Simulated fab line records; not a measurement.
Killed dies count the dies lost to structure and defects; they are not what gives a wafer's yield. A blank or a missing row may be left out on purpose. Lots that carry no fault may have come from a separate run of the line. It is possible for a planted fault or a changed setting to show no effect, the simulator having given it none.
Problem report in the 8D (eight disciplines) form, filled by code	flow berkeley-cmos170	the parts of the form that need people (team, actions taken, sign-off) are left out

== 1. WHAT IS WRONG ==
UCB170_M2_CD_MEAS_90, cd-nm: mean 682.3 nm over 1 wafer from 1 lot; wafers with no fault: 700.4 nm, standard deviation 3. That puts it -6.0 standard deviations away from the usual mean.
The step: target cd 700 nm.
The first sign was on wafer L670.2 at day 10 03:14, on cd-sem-01. The record has a number at this step for 39 wafers belonging to 13 lots. By rule, "out" or "out of limits" means more than 4 standard deviations away from the usual mean. The rest of the wafers with a number are treated as sound.

== 2. WHAT IT IS, AND WHAT IT ISN'T ==
question	is	is not
which readings at this step	cd-nm	-
which lots	L670	L662, L663, L664, L666, L668, L676, L677, L679, L680, L681, L683, L685
which wafers of those lots	L670.2	L670.1, L670.6
read on which gauges	cd-sem-01	cd-sem-02
when	from day 10 03:14	up to then (17 sound wafers); but 21 sound wafers of L676, L677, L679, L680, L681, L683, L685 came after

== 3. WHAT RULES OUT EACH SUSPECT ==
Counting: any tool at a process step up to the reading remains a suspect provided it ran every lot that is out. Sound lots after the first of them don't rule it out here, since some wafers of a struck lot are sound.
- the gauge at UCB170_M2_CD_MEAS_90: ruled out. All the wafers that are out were read on cd-sem-01, but those of them that UCB170_M2_METAL_ETCH_18 has rows for are out there too, on other tools.
- rie-metal-01 at UCB170_M2_METAL_ETCH_18 (etches Al in Cl2/BCl3, stops on SiO2, target depth 1170 nm, time 195 s): kept. L670, the lot that is out, went through it at day 10 02:56; up to then, the latest sound lot through it was L666 at day 9 09:58. Its own rf-fwd-power-W readings are out on those wafers.
- plasma-asher-03 at UCB170_M2_STRIP_19 (strips in O2): kept. L670, the lot that is out, went through it at day 10 03:08; up to then, the latest sound lot through it was L664 at day 8 22:50. Its own oes-product-au readings are out on those wafers.
- The sound lot-mates ran in chamber 1 of rie-metal-01 at UCB170_M2_METAL_ETCH_18, but the wafers that are out ran in chamber 0.
The count leaves plasma-asher-03 at UCB170_M2_STRIP_19 and rie-metal-01 at UCB170_M2_METAL_ETCH_18.

== 4. THE CAUSE (what the simulator had put in) ==
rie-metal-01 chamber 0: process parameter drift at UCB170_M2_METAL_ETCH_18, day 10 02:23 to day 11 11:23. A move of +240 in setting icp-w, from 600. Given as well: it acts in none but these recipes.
Counting leaves 2 suspects; this tool is one of them.

== 5. THE CHAIN OF EFFECTS, in route order ==
Each row: a reading where the mean over the struck wafers with a number is more than 3 standard deviations away from the usual. Scope: only readings with a usual standard deviation given in the record; hours: median across lots of the time from each lot's start at the first step in this table that gives one to its start at this step; sigmas: change in usual standard deviations.
hours	step	reading	usual	on struck wafers	change	sigmas
0	UCB170_M2_METAL_ETCH_18	rf-fwd-power-W	597.8 W	839.5	+241.7	+99 or more
0	UCB170_M2_STRIP_19	oes-product-au	0.553 a.u.	0.316	-0.237	-11
0	UCB170_M2_CD_MEAS_90	cd-nm	700.4 nm	682.3	-18.1	-6.0
It contains these process steps:
- UCB170_M2_METAL_ETCH_18: etches Al in Cl2/BCl3, stops on SiO2, target depth 1170 nm, time 195 s.
- UCB170_M2_STRIP_19: strips in O2.

== 6. WHAT WOULD HAVE CAUGHT IT SOONER ==
In this record the first reading out of limits at a measuring or inspecting step was taken at day 10 03:14, 1 hour after the fault began at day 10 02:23.
The tool's own readings at UCB170_M2_METAL_ETCH_18 were out on every struck wafer that the step has a row for (rf-fwd-power-W): an alarm limit on them would have fired on the first of those.
Lots out: 1; all had begun UCB170_M2_METAL_ETCH_18 on rie-metal-01 by day 10 03:14. A hold on the tool at that time would have spared none of them.
